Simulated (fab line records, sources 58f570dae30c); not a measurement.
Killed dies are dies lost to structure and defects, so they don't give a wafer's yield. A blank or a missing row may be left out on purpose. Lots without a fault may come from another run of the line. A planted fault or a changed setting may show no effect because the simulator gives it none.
One fault seen from 2 desks | flow berkeley_cmos170 | each desk has only its own numbers; what lay behind them comes last

THE TOOL OWNER'S DESK: implanter-02
The tool's own readings at UCB170_PLDD_IMPLANT_09: means of the sampled wafers that have a number, for each lot that ran on this tool. A lot is out of limits, marked OUT, if its mean lies more than 4 standard deviations from the usual mean; the brackets give that distance.
Columns: A = beam_energy_keV at UCB170_PLDD_IMPLANT_09, usual 9.999
lot  | first seen here | A
L651 | day 7 17:11     | 9.997
L654 | day 8 02:10     | 10.000
L658 | day 8 22:42     | 10.002
L661 | day 9 15:38     | 10.000
L666 | day 10 05:00    | 9.999
L668 | day 10 17:33    | 9.761 (-74) OUT
L667 | day 10 18:01    | 9.758 (-75) OUT
This desk's finding: out of limits on L667, L668; first on L668, day 10 17:33 (beam_energy_keV at UCB170_PLDD_IMPLANT_09). In limits: L651, L654, L658, L661, L666.

THE METROLOGY DESK
What the gauges read, lot by lot, whatever tool the lot ran on: means of the sampled wafers that have a number. A lot is out of limits, marked OUT, if its mean lies more than 4 standard deviations from the usual mean; the brackets give that distance.
Columns: A = PLDD_TW at UCB170_PLDD_TW_MEAS_11, usual 1006
lot  | first seen here | A
L649 | day 7 01:58     | 1008
L650 | day 7 02:22     | 1011
L651 | day 7 17:23     | 999
L653 | day 7 17:26     | 999
L654 | day 8 02:25     | 1006
L655 | day 8 02:41     | 999
L658 | day 8 22:57     | 1013
L660 | day 9 06:41     | 1007
L661 | day 9 15:53     | 1005
L666 | day 10 05:14    | 996
L663 | day 10 06:16    | 996
L668 | day 10 17:47    | 992
L667 | day 10 18:16    | 1003
L672 | day 11 18:08    | 1014
This desk's finding: nothing out of limits on any of the 14 lots.

PUT TOGETHER
The tool owner's desk could have raised an alarm at day 10 17:33, on L667, L668.
The metrology desk saw nothing out of limits.
The metrology desk has L667, L668 on record, within its limits.
Of the lots named, all ran UCB170_PLDD_IMPLANT_09 on implanter-02.

WHAT THE SIMULATOR HAD PUT IN
Process parameter drift: implanter-02, from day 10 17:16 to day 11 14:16, at UCB170_PLDD_IMPLANT_09. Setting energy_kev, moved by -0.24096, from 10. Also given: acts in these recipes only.
Lots struck among those shown: L667, L668.
Hours from the fault's start to each desk's first reading out of limits: the tool owner's desk, 0.
